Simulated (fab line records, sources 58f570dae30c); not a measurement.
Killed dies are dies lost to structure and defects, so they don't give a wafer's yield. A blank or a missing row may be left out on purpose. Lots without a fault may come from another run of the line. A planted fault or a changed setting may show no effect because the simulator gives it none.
Split-lot experiment | flow berkeley_cmos170 | 5 lots, 23 wafers read, on a route of 331 steps

THE SPLIT
At UCB170_PFIELD_COAT_01 (resist thk 900 nm), the setting resist_thk_nm was moved away from the recipe's 900 nm on 7 of the 23 wafers read, by -3.7% to +2.9%. The other wafers ran this setting at the recipe's value.

The reading is taken at the split's own step.

THE READING
KrF_of_PFIELD_COAT_01.thk_nm (the simulator's own value, which no gauge read), in nm, at UCB170_PFIELD_COAT_01 (resist thk 900 nm). The file gives no usual value for it. The 16 wafers here that ran the recipe average 898.9 nm, standard deviation 3 nm.

wafer  | tool, chamber at the split | resist_thk_nm as run, nm | against the recipe | KrF_of_PFIELD_COAT_01.thk_nm, nm | against lot-mates on the recipe
L079.2 | litho_track-04, 0          | 900                      | recipe             | 899.3                            | -
L079.3 | litho_track-04, 0          | 900                      | recipe             | 901.2                            | -
L079.6 | litho_track-04, 0          | 900                      | recipe             | 901.8                            | -
L080.2 | litho_track-04, 0          | 900                      | recipe             | 891.5                            | -
L080.3 | litho_track-04, 0          | 900                      | recipe             | 897.6                            | -
L080.4 | litho_track-04, 0          | 900                      | recipe             | 895.5                            | -
L080.5 | litho_track-04, 0          | 900                      | recipe             | 897.2                            | -
L080.6 | litho_track-04, 0          | 900                      | recipe             | 893.9                            | -
L083.1 | litho_track-02, 0          | 900                      | recipe             | 901.3                            | -
L083.2 | litho_track-02, 0          | 900                      | recipe             | 900.2                            | -
L083.4 | litho_track-02, 0          | 900                      | recipe             | 900.9                            | -
L083.5 | litho_track-02, 0          | 923                      | +2.6%              | 921.9                            | +21.1
L083.6 | litho_track-02, 0          | 923                      | +2.6%              | 922.6                            | +21.8
L084.1 | litho_track-01, 0          | 900                      | recipe             | 897.8                            | -
L084.2 | litho_track-01, 0          | 926.2                    | +2.9%              | 925.4                            | +25.7
L084.3 | litho_track-01, 0          | 926.2                    | +2.9%              | 924.8                            | +25.1
L084.4 | litho_track-01, 0          | 926.2                    | +2.9%              | 924                              | +24.3
L084.6 | litho_track-01, 0          | 900                      | recipe             | 901.6                            | -
L085.1 | litho_track-01, 0          | 900                      | recipe             | 901.3                            | -
L085.3 | litho_track-01, 0          | 867                      | -3.7%              | 868.7                            | -32.3
L085.4 | litho_track-01, 0          | 867                      | -3.7%              | 870.7                            | -30.3
L085.5 | litho_track-01, 0          | 900                      | recipe             | 899.6                            | -
L085.6 | litho_track-01, 0          | 900                      | recipe             | 902.1                            | -

THE FIT
A straight line over all 23 wafers: KrF_of_PFIELD_COAT_01.thk_nm changes by +8.51 nm for each +1% of resist_thk_nm; r = +0.98; the points scatter about the line by 2.8 nm.
The same after taking each lot's own level away (the mean of its wafers on the recipe; 23 wafers): +8.53 nm for each +1%; r = +1.00; scatter 1.4 nm.
On that fit, the largest move of resist_thk_nm shifts the reading by 31 nm.
The lots' own levels span 895.14 to 901.00 nm, that is 1.9 times the standard deviation above.
So the lot-to-lot level changes the slope little: the two slopes agree.
Check: with one of the wafers moved furthest among these (-3.7%) left out of the fit, the line predicts -30.9 nm for it against its lot-mates. It came out at -32.3 nm against them.

OTHER SPLITS ON THESE WAFERS
These wafers also went through other splits before the reading. Each is held against what the fit with the lots' levels taken away leaves over:
other split on the same wafers        | wafers away from the commonest value | r with KrF_of_PFIELD_COAT_01.thk_nm (lot level and that fit taken away)
UCB170_NWELL_CVD_04 sih2cl2_flow_sccm | 10                                   | -0.04
UCB170_NWELL_COAT_07 resist_thk_nm    | 4                                    | +0.06
UCB170_NWELL_ETCH_13 rf_w             | 8                                    | +0.27
UCB170_ACTIVE_CVD_05 nh3_flow_sccm    | 18                                   | -0.05

THE WHOLE CHAIN: every reading that the file lists as answering this split, in the file's order
step                   | what it does      | reading                                                                       | change (the file's fit)              | r (the file's)
UCB170_PFIELD_COAT_01  | resist thk 900 nm | KrF_of_PFIELD_COAT_01.thk_nm (the simulator's own value, which no gauge read) | +8.53 nm for each +1% of the setting | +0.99
UCB170_PFIELD_STRIP_08 | strips in O2      | strip_time_to_endpoint_s                                                      | withheld for each +1% of the setting | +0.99

THE FILE'S OWN FIT
KrF_of_PFIELD_COAT_01.thk_nm changes by +8.53 nm for each +1% of resist_thk_nm, r = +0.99.
